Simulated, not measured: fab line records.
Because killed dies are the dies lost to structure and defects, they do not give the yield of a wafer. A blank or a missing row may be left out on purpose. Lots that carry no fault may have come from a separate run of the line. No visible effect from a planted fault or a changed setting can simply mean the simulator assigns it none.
The tool behind it: which one? | flow rit cmos | 14 lots, 42 wafers sampled, at 2 steps of a route of 202

WHAT THE GAUGES READ, wafer by wafer
RIT_FOX2_THK_MEAS_91.
lot  | measured    | on            | FIELD_OXIDE_LEFT_2_THK (nm)
L363 | day 2 08:41 | film metro-01 | 256 264 258
L364 | day 2 13:19 | film metro-01 | 244 249 246
L365 | day 2 18:34 | film metro-03 | 263 263 259
L366 | day 2 23:43 | film metro-01 | 254 257 260
L367 | day 3 06:49 | film metro-03 | 258 259 256
L368 | day 3 08:54 | film metro-01 | 255 254 252
L369 | day 3 15:16 | film metro-03 | 250 247 250
L370 | day 3 19:13 | film metro-03 | 243 244 239
L371 | day 4 01:26 | film metro-03 | 256 260 252
L372 | day 4 07:47 | film metro-03 | 290 286 289
L375 | day 4 20:02 | film metro-03 | 294 294 289
L382 | day 6 10:40 | film metro-03 | 252 251 255
L384 | day 7 00:32 | film metro-01 | 254 254 254
L386 | day 7 13:21 | film metro-03 | 245 245 248

TOOL THAT RAN EACH LOT (tool first, then ch and the chambers of the sampled wafers, then the start)
lot  | RIT_GATE_WET_ETCH_00
L363 | wet bench-01 ch 0, day 2 08:14
L364 | wet bench-04 ch 2, day 2 12:25
L365 | wet bench-04 ch 1, day 2 18:06
L366 | wet bench-01 ch 2, day 2 23:14
L367 | wet bench-03 ch 2, day 3 06:24
L368 | wet bench-04 ch 1, day 3 08:29
L369 | wet bench-03 ch 3, day 3 14:50
L370 | wet bench-04 ch 1, day 3 18:47
L371 | wet bench-04 ch 2, day 4 01:00
L372 | wet bench-04 ch 2, day 4 07:18
L375 | wet bench-04 ch 2, day 4 19:37
L382 | wet bench-01 ch 2, day 6 10:15
L384 | wet bench-01 ch 2, day 7 00:07
L386 | wet bench-01 ch 0, day 7 12:55
- RIT_GATE_WET_ETCH_00: etches SiO2 in BOE, target depth 56 nm, time 60 s.

WHAT THE TOOLS THEMSELVES READ (means of the sampled wafers that have a number; where no wafer has one, the mark that the record gives instead)
RIT_GATE_WET_ETCH_00.
lot  | tool         | run length s (s)
L363 | wet bench-01 | 87
L364 | wet bench-04 | 88
L365 | wet bench-04 | 87
L366 | wet bench-01 | 93
L367 | wet bench-03 | 92
L368 | wet bench-04 | 87
L369 | wet bench-03 | 92
L370 | wet bench-04 | 93
L371 | wet bench-04 | 87
L372 | wet bench-04 | 52
L375 | wet bench-04 | 46
L382 | wet bench-01 | 88
L384 | wet bench-01 | 87
L386 | wet bench-01 | 86

THE ANSWER, worked out from the rows above alone
Rule: the lots themselves supply what counts as usual. The widest of any qualifying gaps counts: lots, ordered by their means at a reading, are off when they make up no more than a third of the lots, leave a main group of 4 or more, and stand apart from it by 3 or more times the standard deviation of that group's means. A main group whose means are all the same, to the digits that the tables above print for the reading, isn't used. A lot without any number at a reading at which 4 lots or more have one is off too. All remaining lots with rows at the step are treated as sound. The gauges are gone through in route order, then the tools' own readings, and for those a lot's mean is taken as printed above. The first step at which some lot is off is used, and at that step the reading that is off furthest; a lot without a number counts as furthest.
Off: at RIT_FOX2_THK_MEAS_91 (FIELD_OXIDE_LEFT_2_THK), L372, L375. The main group has a mean of 253 nm with a standard deviation of 5.7.
If a tool, at a process step before that reading, ran all the lots that are off and no sound lot after the first of them, it fits. The gauges at RIT_FOX2_THK_MEAS_91 aren't tried: what is off there is off at RIT_GATE_WET_ETCH_00 too, on other tools, and a gauge's error can't cause that. One candidate fits, namely wet bench-04 at RIT_GATE_WET_ETCH_00. A fault onset in the window from L371 (day 4 01:00, its last sound lot) to L372 (day 4 07:18, its first lot off) fits.
On the lots that are off, the tool's own readings at RIT_GATE_WET_ETCH_00 differ by more than 5 times the standard deviation of the sound lots' means, which bears it out; run length s reads 49 s there versus 89 s on the sound lots.

WHAT THE SIMULATOR PUT IN
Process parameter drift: wet bench-04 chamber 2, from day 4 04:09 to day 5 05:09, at RIT_GATE_WET_ETCH_00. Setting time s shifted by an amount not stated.
Struck lots among those shown: L372, L375. The rule above reached the same finding.
